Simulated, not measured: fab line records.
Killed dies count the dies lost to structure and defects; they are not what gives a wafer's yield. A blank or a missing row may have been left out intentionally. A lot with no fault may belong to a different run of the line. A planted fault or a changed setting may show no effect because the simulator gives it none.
Which of the tools did it? :: flow berkeley cmos170 :: 24 lots with 72 wafers sampled at 6 steps, on a route of 331 steps

## WHAT THE GAUGES SHOWED, per wafer
UCB170_ACTIVE_OVL_MEAS_14.
lot: L075
measured: day 4 07:47
on: overlay-01
ACTIVE_OVL (nm): 1 -3 3

lot: L074
measured: day 4 07:54
on: overlay-02
ACTIVE_OVL (nm): 0 -3 0

lot: L077
measured: day 4 16:59
on: overlay-01
ACTIVE_OVL (nm): 0 -11 4

lot: L076
measured: day 4 17:19
on: overlay-01
ACTIVE_OVL (nm): -6 -6 -12

lot: L078
measured: day 5 04:26
on: overlay-02
ACTIVE_OVL (nm): -8 -1 -9

lot: L079
measured: day 5 06:57
on: overlay-02
ACTIVE_OVL (nm): 7 3 0

lot: L080
measured: day 5 06:59
on: overlay-02
ACTIVE_OVL (nm): -2 13 11

lot: L082
measured: day 5 23:17
on: overlay-02
ACTIVE_OVL (nm): 0 -5 -3

lot: L081
measured: day 5 23:42
on: overlay-02
ACTIVE_OVL (nm): -1 -12 5

lot: L083
measured: day 6 05:45
on: overlay-02
ACTIVE_OVL (nm): -6 5 -2

lot: L084
measured: day 6 09:37
on: overlay-02
ACTIVE_OVL (nm): -4 0 -2

lot: L085
measured: day 6 09:49
on: overlay-02
ACTIVE_OVL (nm): 2 -1 4

lot: L086
measured: day 7 02:23
on: overlay-01
ACTIVE_OVL (nm): 2 -4 0

lot: L088
measured: day 7 02:34
on: overlay-02
ACTIVE_OVL (nm): 9 -1 -3

lot: L087
measured: day 7 02:49
on: overlay-02
ACTIVE_OVL (nm): -7 -10 0

lot: L090
measured: day 7 13:11
on: overlay-01
ACTIVE_OVL (nm): 13 9 5

lot: L089
measured: day 7 13:17
on: overlay-02
ACTIVE_OVL (nm): 8 12 5

lot: L091
measured: day 7 13:25
on: overlay-01
ACTIVE_OVL (nm): -7 -5 -10

lot: L092
measured: day 7 19:31
on: overlay-02
ACTIVE_OVL (nm): -4 -11 -1

lot: L093
measured: day 8 07:49
on: overlay-01
ACTIVE_OVL (nm): 0 7 -1

lot: L096
measured: day 8 16:49
on: overlay-02
ACTIVE_OVL (nm): -2 3 2

lot: L095
measured: day 8 17:05
on: overlay-01
ACTIVE_OVL (nm): 2 4 -3

lot: L094
measured: day 8 17:10
on: overlay-02
ACTIVE_OVL (nm): -9 -2 -1

lot: L097
measured: day 8 23:34
on: overlay-01
ACTIVE_OVL (nm): 3 1 4

UCB170_V1_CD_MEAS_12 targets a cd of 700 nm.
lot: L075
measured: day 7 16:44
on: cd sem-01
cd nm (nm): 701.6 702.5 701.9

lot: L074
measured: day 7 17:01
on: cd sem-01
cd nm (nm): 702.1 700.8 701.1

lot: L077
measured: day 7 16:13
on: cd sem-02
cd nm (nm): 699.6 699.0 699.9

lot: L076
measured: day 7 16:59
on: cd sem-02
cd nm (nm): 701.0 700.8 699.6

lot: L078
measured: day 8 05:08
on: cd sem-01
cd nm (nm): 698.6 698.3 699.3

lot: L079
measured: day 8 11:22
on: cd sem-02
cd nm (nm): 701.9 700.8 700.4

lot: L080
measured: day 8 11:15
on: cd sem-01
cd nm (nm): 701.8 699.7 700.8

lot: L082
measured: day 9 04:58
on: cd sem-01
cd nm (nm): 702.0 701.6 701.9

lot: L081
measured: day 9 04:44
on: cd sem-01
cd nm (nm): 698.9 700.8 699.0

lot: L083
measured: day 9 08:27
on: cd sem-01
cd nm (nm): 699.7 697.9 697.1

lot: L084
measured: day 9 20:02
on: cd sem-01
cd nm (nm): 700.9 699.2 701.0

lot: L085
measured: day 9 20:16
on: cd sem-02
cd nm (nm): 699.3 698.1 699.5

lot: L086
measured: day 10 06:05
on: cd sem-02
cd nm (nm): 700.1 698.7 698.1

lot: L088
measured: day 10 06:22
on: cd sem-02
cd nm (nm): 699.9 699.8 700.1

lot: L087
measured: day 10 06:38
on: cd sem-02
cd nm (nm): 701.9 700.6 700.8

lot: L090
measured: day 11 02:18
on: cd sem-01
cd nm (nm): 699.3 700.2 700.6

lot: L089
measured: day 11 02:08
on: cd sem-02
cd nm (nm): 699.8 700.2 701.1

lot: L091
measured: day 11 02:43
on: cd sem-02
cd nm (nm): 699.2 700.4 699.3

lot: L092
measured: day 11 06:49
on: cd sem-01
cd nm (nm): 701.4 701.0 700.9

lot: L093
measured: day 11 19:53
on: cd sem-02
cd nm (nm): 700.0 700.4 700.0

lot: L096
measured: day 12 02:20
on: cd sem-02
cd nm (nm): 703.4 703.2 703.1

lot: L095
measured: day 12 02:02
on: cd sem-02
cd nm (nm): 700.5 701.4 699.6

lot: L094
measured: day 12 01:31
on: cd sem-02
cd nm (nm): 699.7 701.7 700.5

lot: L097
measured: day 12 12:26
on: cd sem-02
cd nm (nm): 699.0 699.1 699.5

UCB170_M2_CD_MEAS_90 targets a cd of 700 nm.
lot: L075
measured: day 7 21:08
on: cd sem-01
cd nm (nm): 697 697 693

lot: L074
measured: day 7 21:52
on: cd sem-02
cd nm (nm): 703 704 701

lot: L077
measured: day 7 20:57
on: cd sem-01
cd nm (nm): 702 702 706

lot: L076
measured: day 7 21:40
on: cd sem-01
cd nm (nm): 704 704 699

lot: L078
measured: day 8 08:16
on: cd sem-01
cd nm (nm): 704 701 701

lot: L079
measured: day 8 15:28
on: cd sem-02
cd nm (nm): 702 705 702

lot: L080
measured: day 8 15:35
on: cd sem-02
cd nm (nm): 693 697 694

lot: L082
measured: day 9 08:02
on: cd sem-02
cd nm (nm): 701 702 702

lot: L081
measured: day 9 07:49
on: cd sem-01
cd nm (nm): 700 707 699

lot: L083
measured: day 9 11:45
on: cd sem-02
cd nm (nm): 696 697 694

lot: L084
measured: day 9 23:11
on: cd sem-01
cd nm (nm): 699 704 704

lot: L085
measured: day 9 23:24
on: cd sem-02
cd nm (nm): 700 699 701

lot: L086
measured: day 10 09:09
on: cd sem-01
cd nm (nm): 699 703 699

lot: L088
measured: day 10 09:36
on: cd sem-01
cd nm (nm): 699 698 698

lot: L087
measured: day 10 09:52
on: cd sem-02
cd nm (nm): 700 696 697

lot: L090
measured: day 11 06:14
on: cd sem-01
cd nm (nm): 694 694 703

lot: L089
measured: day 11 06:29
on: cd sem-02
cd nm (nm): 696 696 695

lot: L091
measured: day 11 06:38
on: cd sem-01
cd nm (nm): 700 696 700

lot: L092
measured: day 11 11:28
on: cd sem-01
cd nm (nm): 695 698 701

lot: L093
measured: day 11 22:56
on: cd sem-02
cd nm (nm): 699 702 694

lot: L096
measured: day 12 05:35
on: cd sem-01
cd nm (nm): 702 701 701

lot: L095
measured: day 12 05:16
on: cd sem-02
cd nm (nm): 699 700 697

lot: L094
measured: day 12 04:37
on: cd sem-01
cd nm (nm): 704 703 700

lot: L097
measured: day 12 15:44
on: cd sem-01
cd nm (nm): 703 697 694

UCB170_V2_THK_MEAS_01.
lot: L075
measured: day 7 21:25
on: film metro-03
V2_TEOS_THK (nm): 1990 2018 2011

lot: L074
measured: day 7 22:08
on: film metro-01
V2_TEOS_THK (nm): 1991 2025 2018

lot: L077
measured: day 7 21:13
on: film metro-04
V2_TEOS_THK (nm): 1988 2020 2022

lot: L076
measured: day 7 21:55
on: film metro-03
V2_TEOS_THK (nm): 1988 2048 1999

lot: L078
measured: day 8 08:33
on: film metro-03
V2_TEOS_THK (nm): 1992 2056 2013

lot: L079
measured: day 8 15:45
on: film metro-04
V2_TEOS_THK (nm): 2040 1974 2031

lot: L080
measured: day 8 15:52
on: film metro-03
V2_TEOS_THK (nm): 1968 2013 2016

lot: L082
measured: day 9 08:19
on: film metro-04
V2_TEOS_THK (nm): 2001 2015 2014

lot: L081
measured: day 9 08:04
on: film metro-03
V2_TEOS_THK (nm): 2025 2035 2033

lot: L083
measured: day 9 12:01
on: film metro-03
V2_TEOS_THK (nm): 1981 2016 2014

lot: L084
measured: day 9 23:26
on: film metro-04
V2_TEOS_THK (nm): 2002 2045 2029

lot: L085
measured: day 9 23:40
on: film metro-01
V2_TEOS_THK (nm): 1972 2001 2003

lot: L086
measured: day 10 09:30
on: film metro-04
V2_TEOS_THK (nm): 1972 1997 2047

lot: L088
measured: day 10 09:52
on: film metro-01
V2_TEOS_THK (nm): 1964 2025 2042

lot: L087
measured: day 10 10:08
on: film metro-04
V2_TEOS_THK (nm): 2022 2034 2075

lot: L090
measured: day 11 06:30
on: film metro-01
V2_TEOS_THK (nm): 1979 1992 2028

lot: L089
measured: day 11 06:45
on: film metro-03
V2_TEOS_THK (nm): 1985 2011 2015

lot: L091
measured: day 11 06:55
on: film metro-03
V2_TEOS_THK (nm): 1987 2038 2017

lot: L092
measured: day 11 11:52
on: film metro-03
V2_TEOS_THK (nm): 2014 2035 2019

lot: L093
measured: day 11 23:13
on: film metro-03
V2_TEOS_THK (nm): 2005 2020 1996

lot: L096
measured: day 12 05:50
on: film metro-03
V2_TEOS_THK (nm): 1989 2017 2009

lot: L095
measured: day 12 05:32
on: film metro-03
V2_TEOS_THK (nm): 1974 2033 1990

lot: L094
measured: day 12 04:52
on: film metro-04
V2_TEOS_THK (nm): 1978 2013 1997

lot: L097
measured: day 12 15:59
on: film metro-03
V2_TEOS_THK (nm): 1957 2008 1996

## EACH LOT AND THE TOOL THAT RAN IT (in order: tool; ch and the chambers of the sampled wafers; start)
lot: L075
UCB170_SPACER_ETCHBACK_03: rie diel-02 ch 0,1,3, day 6 16:51
UCB170_V1_STRIP_15: plasma asher-01 ch 0,1, day 7 17:04

lot: L074
UCB170_SPACER_ETCHBACK_03: rie diel-02 ch 1,2,3, day 6 16:55
UCB170_V1_STRIP_15: plasma asher-03 ch 0,1, day 7 17:20

lot: L077
UCB170_SPACER_ETCHBACK_03: rie diel-01 ch 0,1, day 6 16:51
UCB170_V1_STRIP_15: plasma asher-03 ch 0,1, day 7 16:33

lot: L076
UCB170_SPACER_ETCHBACK_03: rie diel-04 ch 0,2,3, day 6 16:51
UCB170_V1_STRIP_15: plasma asher-02 ch 0,1, day 7 17:19

lot: L078
UCB170_SPACER_ETCHBACK_03: rie diel-02 ch 0,3, day 7 04:28
UCB170_V1_STRIP_15: plasma asher-03 ch 0,1, day 8 05:29

lot: L079
UCB170_SPACER_ETCHBACK_03: rie diel-04 ch 1,2,3, day 7 14:14
UCB170_V1_STRIP_15: plasma asher-02 ch 0,1, day 8 11:43

lot: L080
UCB170_SPACER_ETCHBACK_03: rie diel-01 ch 0,3, day 7 14:14
UCB170_V1_STRIP_15: plasma asher-03 ch 0,1, day 8 11:35

lot: L082
UCB170_SPACER_ETCHBACK_03: rie diel-01 ch 1,3, day 8 07:16
UCB170_V1_STRIP_15: plasma asher-03 ch 0, day 9 05:18

lot: L081
UCB170_SPACER_ETCHBACK_03: rie diel-04 ch 0,2,3, day 8 07:16
UCB170_V1_STRIP_15: plasma asher-01 ch 0,1, day 9 05:04

lot: L083
UCB170_SPACER_ETCHBACK_03: rie diel-02 ch 0,2,3, day 8 13:18
UCB170_V1_STRIP_15: plasma asher-03 ch 0,1, day 9 08:47

lot: L084
UCB170_SPACER_ETCHBACK_03: rie diel-04 ch 0,3, day 8 23:00
UCB170_V1_STRIP_15: plasma asher-02 ch 0,1, day 9 20:22

lot: L085
UCB170_SPACER_ETCHBACK_03: rie diel-02 ch 0,1,2, day 8 23:00
UCB170_V1_STRIP_15: plasma asher-02 ch 0,1, day 9 20:34

lot: L086
UCB170_SPACER_ETCHBACK_03: rie diel-01 ch 1,2,3, day 9 10:39
UCB170_V1_STRIP_15: plasma asher-02 ch 0,1, day 10 06:25

lot: L088
UCB170_SPACER_ETCHBACK_03: rie diel-04 ch 1,3, day 9 10:39
UCB170_V1_STRIP_15: plasma asher-01 ch 0,1, day 10 06:41

lot: L087
UCB170_SPACER_ETCHBACK_03: rie diel-02 ch 1,2,3, day 9 10:39
UCB170_V1_STRIP_15: plasma asher-02 ch 0,1, day 10 06:58

lot: L090
UCB170_SPACER_ETCHBACK_03: rie diel-01 ch 1,3, day 10 02:49
UCB170_V1_STRIP_15: plasma asher-03 ch 0,1, day 11 02:37

lot: L089
UCB170_SPACER_ETCHBACK_03: rie diel-04 ch 0,1,2, day 10 02:49
UCB170_V1_STRIP_15: plasma asher-01 ch 0,1, day 11 02:28

lot: L091
UCB170_SPACER_ETCHBACK_03: rie diel-02 ch 0,1,2, day 10 02:49
UCB170_V1_STRIP_15: plasma asher-01 ch 0,1, day 11 03:01

lot: L092
UCB170_SPACER_ETCHBACK_03: rie diel-01 ch 0,1,3, day 10 10:14
UCB170_V1_STRIP_15: plasma asher-01 ch 0,1, day 11 07:09

lot: L093
UCB170_SPACER_ETCHBACK_03: rie diel-01 ch 0,1,3, day 10 23:15
UCB170_V1_STRIP_15: plasma asher-02 ch 0,1, day 11 20:13

lot: L096
UCB170_SPACER_ETCHBACK_03: rie diel-04 ch 0,1, day 11 03:43
UCB170_V1_STRIP_15: plasma asher-03 ch 0,1, day 12 02:40

lot: L095
UCB170_SPACER_ETCHBACK_03: rie diel-01 ch 0,1, day 11 03:43
UCB170_V1_STRIP_15: plasma asher-01 ch 0, day 12 02:22

lot: L094
UCB170_SPACER_ETCHBACK_03: rie diel-02 ch 0,2,3, day 11 03:43
UCB170_V1_STRIP_15: plasma asher-03 ch 0,1, day 12 01:51

lot: L097
UCB170_SPACER_ETCHBACK_03: rie diel-04 ch 0,3, day 11 14:59
UCB170_V1_STRIP_15: plasma asher-02 ch 0,1, day 12 12:45
- UCB170_SPACER_ETCHBACK_03: etches SiO2 in CHF3/CF4/Ar, stops on Si, target depth 376 nm, time 100 s.
- UCB170_V1_STRIP_15: strips in O2.

## WHAT THE TOOLS THEMSELVES READ (means of the sampled wafers that have a number; where no wafer has one, the mark that the record gives instead)
UCB170_SPACER_ETCHBACK_03.
lot: L075
tool: rie diel-02
CHF3_flow_sccm (sccm): 50.01
chamber pressure mTorr (mTorr): 199.94
drypump motor current A (A): 5.9
oes product au (a.u.): 0.893
throttle valve pct (%): 6.53

lot: L074
tool: rie diel-02
CHF3_flow_sccm (sccm): 49.91
chamber pressure mTorr (mTorr): 200.00
drypump motor current A (A): 5.8
oes product au (a.u.): 0.904
throttle valve pct (%): 6.57

lot: L077
tool: rie diel-01
CHF3_flow_sccm (sccm): 50.23
chamber pressure mTorr (mTorr): 200.05
drypump motor current A (A): 6.2
oes product au (a.u.): 0.902
throttle valve pct (%): 6.68

lot: L076
tool: rie diel-04
CHF3_flow_sccm (sccm): 49.94
chamber pressure mTorr (mTorr): 199.90
drypump motor current A (A): 5.3
oes product au (a.u.): 0.916
throttle valve pct (%): 6.49

lot: L078
tool: rie diel-02
CHF3_flow_sccm (sccm): 49.95
chamber pressure mTorr (mTorr): 199.92
drypump motor current A (A): 5.8
oes product au (a.u.): 0.888
throttle valve pct (%): 6.46

lot: L079
tool: rie diel-04
CHF3_flow_sccm (sccm): 50.07
chamber pressure mTorr (mTorr): 199.85
drypump motor current A (A): 5.5
oes product au (a.u.): 0.908
throttle valve pct (%): 6.39

lot: L080
tool: rie diel-01
CHF3_flow_sccm (sccm): 50.00
chamber pressure mTorr (mTorr): 200.10
drypump motor current A (A): 5.6
oes product au (a.u.): 0.895
throttle valve pct (%): 6.49

lot: L082
tool: rie diel-01
CHF3_flow_sccm (sccm): 50.03
chamber pressure mTorr (mTorr): 199.96
drypump motor current A (A): 6.1
oes product au (a.u.): 0.889
throttle valve pct (%): 6.59

lot: L081
tool: rie diel-04
CHF3_flow_sccm (sccm): 49.98
chamber pressure mTorr (mTorr): 199.99
drypump motor current A (A): 5.4
oes product au (a.u.): 0.906
throttle valve pct (%): 6.49

lot: L083
tool: rie diel-02
CHF3_flow_sccm (sccm): 50.08
chamber pressure mTorr (mTorr): 199.93
drypump motor current A (A): 5.7
oes product au (a.u.): 0.896
throttle valve pct (%): 6.50

lot: L084
tool: rie diel-04
CHF3_flow_sccm (sccm): 49.82
chamber pressure mTorr (mTorr): 200.10
drypump motor current A (A): 5.0
oes product au (a.u.): 0.916
throttle valve pct (%): 6.51

lot: L085
tool: rie diel-02
CHF3_flow_sccm (sccm): 50.02
chamber pressure mTorr (mTorr): 199.94
drypump motor current A (A): 5.8
oes product au (a.u.): 0.886
throttle valve pct (%): 6.55

lot: L086
tool: rie diel-01
CHF3_flow_sccm (sccm): 50.31
chamber pressure mTorr (mTorr): 199.79
drypump motor current A (A): 6.0
oes product au (a.u.): 0.897
throttle valve pct (%): 6.57

lot: L088
tool: rie diel-04
CHF3_flow_sccm (sccm): 49.87
chamber pressure mTorr (mTorr): 200.01
drypump motor current A (A): 5.2
oes product au (a.u.): 0.919
throttle valve pct (%): 6.40

lot: L087
tool: rie diel-02
CHF3_flow_sccm (sccm): 50.09
chamber pressure mTorr (mTorr): 200.09
drypump motor current A (A): 5.8
oes product au (a.u.): 0.894
throttle valve pct (%): 6.57

lot: L090
tool: rie diel-01
CHF3_flow_sccm (sccm): 49.90
chamber pressure mTorr (mTorr): 199.98
drypump motor current A (A): 5.8
oes product au (a.u.): 0.915
throttle valve pct (%): 6.51

lot: L089
tool: rie diel-04
CHF3_flow_sccm (sccm): 49.88
chamber pressure mTorr (mTorr): 200.00
drypump motor current A (A): 5.7
oes product au (a.u.): 0.915
throttle valve pct (%): 6.40

lot: L091
tool: rie diel-02
CHF3_flow_sccm (sccm): 49.99
chamber pressure mTorr (mTorr): 200.16
drypump motor current A (A): 5.8
oes product au (a.u.): 0.897
throttle valve pct (%): 6.54

lot: L092
tool: rie diel-01
CHF3_flow_sccm (sccm): 50.13
chamber pressure mTorr (mTorr): 199.82
drypump motor current A (A): 5.9
oes product au (a.u.): 0.904
throttle valve pct (%): 6.58

lot: L093
tool: rie diel-01
CHF3_flow_sccm (sccm): 49.98
chamber pressure mTorr (mTorr): 199.81
drypump motor current A (A): 6.0
oes product au (a.u.): 0.912
throttle valve pct (%): 6.57

lot: L096
tool: rie diel-04
CHF3_flow_sccm (sccm): 50.00
chamber pressure mTorr (mTorr): 200.15
drypump motor current A (A): 5.9
oes product au (a.u.): 0.925
throttle valve pct (%): 6.35

lot: L095
tool: rie diel-01
CHF3_flow_sccm (sccm): 49.91
chamber pressure mTorr (mTorr): 199.96
drypump motor current A (A): 6.1
oes product au (a.u.): 0.909
throttle valve pct (%): 6.66

lot: L094
tool: rie diel-02
CHF3_flow_sccm (sccm): 50.00
chamber pressure mTorr (mTorr): 199.90
drypump motor current A (A): 5.7
oes product au (a.u.): 0.899
throttle valve pct (%): 6.50

lot: L097
tool: rie diel-04
CHF3_flow_sccm (sccm): 50.09
chamber pressure mTorr (mTorr): 199.90
drypump motor current A (A): 5.3
oes product au (a.u.): 0.909
throttle valve pct (%): 6.53

UCB170_V1_STRIP_15.
lot: L075
tool: plasma asher-01
chamber pressure mTorr (mTorr): 3498
drypump motor current A (A): 5.3
oes product au (a.u.): 0.721
strip time to endpoint s (s): 15.23

lot: L074
tool: plasma asher-03
chamber pressure mTorr (mTorr): 3498
drypump motor current A (A): 5.9
oes product au (a.u.): 0.726
strip time to endpoint s (s): 15.10

lot: L077
tool: plasma asher-03
chamber pressure mTorr (mTorr): 3503
drypump motor current A (A): 5.9
oes product au (a.u.): 0.724
strip time to endpoint s (s): 15.17

lot: L076
tool: plasma asher-02
chamber pressure mTorr (mTorr): 3500
drypump motor current A (A): 5.8
oes product au (a.u.): 0.723
strip time to endpoint s (s): 15.31

lot: L078
tool: plasma asher-03
chamber pressure mTorr (mTorr): 3500
drypump motor current A (A): 5.7
oes product au (a.u.): 0.724
strip time to endpoint s (s): 15.28

lot: L079
tool: plasma asher-02
chamber pressure mTorr (mTorr): 3501
drypump motor current A (A): 6.1
oes product au (a.u.): 0.723
strip time to endpoint s (s): 15.35

lot: L080
tool: plasma asher-03
chamber pressure mTorr (mTorr): 3503
drypump motor current A (A): 5.7
oes product au (a.u.): 0.723
strip time to endpoint s (s): 15.25

lot: L082
tool: plasma asher-03
chamber pressure mTorr (mTorr): 3498
drypump motor current A (A): 5.6
oes product au (a.u.): 0.722
strip time to endpoint s (s): 15.27

lot: L081
tool: plasma asher-01
chamber pressure mTorr (mTorr): 3498
drypump motor current A (A): 5.3
oes product au (a.u.): 0.722
strip time to endpoint s (s): 15.21

lot: L083
tool: plasma asher-03
chamber pressure mTorr (mTorr): 3500
drypump motor current A (A): 5.7
oes product au (a.u.): 0.725
strip time to endpoint s (s): 15.26

lot: L084
tool: plasma asher-02
chamber pressure mTorr (mTorr): 3501
drypump motor current A (A): 6.2
oes product au (a.u.): 0.720
strip time to endpoint s (s): 15.39

lot: L085
tool: plasma asher-02
chamber pressure mTorr (mTorr): 3501
drypump motor current A (A): 5.8
oes product au (a.u.): 0.725
strip time to endpoint s (s): 15.22

lot: L086
tool: plasma asher-02
chamber pressure mTorr (mTorr): 3500
drypump motor current A (A): 6.2
oes product au (a.u.): 0.724
strip time to endpoint s (s): 15.31

lot: L088
tool: plasma asher-01
chamber pressure mTorr (mTorr): 3501
drypump motor current A (A): 5.3
oes product au (a.u.): 0.720
strip time to endpoint s (s): 15.36

lot: L087
tool: plasma asher-02
chamber pressure mTorr (mTorr): 3499
drypump motor current A (A): 5.8
oes product au (a.u.): 0.718
strip time to endpoint s (s): 15.42

lot: L090
tool: plasma asher-03
chamber pressure mTorr (mTorr): 3501
drypump motor current A (A): 5.8
oes product au (a.u.): 0.722
strip time to endpoint s (s): 15.30

lot: L089
tool: plasma asher-01
chamber pressure mTorr (mTorr): 3500
drypump motor current A (A): 5.4
oes product au (a.u.): 0.726
strip time to endpoint s (s): 15.42

lot: L091
tool: plasma asher-01
chamber pressure mTorr (mTorr): 3499
drypump motor current A (A): 5.3
oes product au (a.u.): 0.725
strip time to endpoint s (s): 15.03

lot: L092
tool: plasma asher-01
chamber pressure mTorr (mTorr): 3499
drypump motor current A (A): 5.3
oes product au (a.u.): 0.723
strip time to endpoint s (s): 15.30

lot: L093
tool: plasma asher-02
chamber pressure mTorr (mTorr): 3499
drypump motor current A (A): 6.2
oes product au (a.u.): 0.720
strip time to endpoint s (s): 15.24

lot: L096
tool: plasma asher-03
chamber pressure mTorr (mTorr): 3503
drypump motor current A (A): 5.7
oes product au (a.u.): 0.724
strip time to endpoint s (s): 15.26

lot: L095
tool: plasma asher-01
chamber pressure mTorr (mTorr): 3501
drypump motor current A (A): 5.6
oes product au (a.u.): 0.725
strip time to endpoint s (s): 15.17

lot: L094
tool: plasma asher-03
chamber pressure mTorr (mTorr): 3501
drypump motor current A (A): 5.7
oes product au (a.u.): 0.724
strip time to endpoint s (s): 15.31

lot: L097
tool: plasma asher-02
chamber pressure mTorr (mTorr): 3499
drypump motor current A (A): 5.8
oes product au (a.u.): 0.724
strip time to endpoint s (s): 15.14

## THE ANSWER, worked out from the rows above alone
Rule: the lots themselves supply what counts as usual. The widest of any qualifying gaps counts: lots, ordered by their means at a reading, are off when they make up no more than a third of the lots, leave a main group of 4 or more, and stand apart from it by 3 or more times the standard deviation of that group's means. The tables above print the reading to a certain number of digits; a main group whose means all agree to those digits is not used. A lot without any number at a reading at which 4 lots or more have one is off too. Any other lot the step has rows for is counted as sound. First the gauges in route order, then the tools' own readings, where a lot's mean is used as printed above. At the first step where some lot is off, the reading lying furthest off is the one used; lots without a number count as furthest.
None of the lots is off at any reading shown; this tells nothing.

## WHAT HAD BEEN PUT IN BY THE SIMULATOR
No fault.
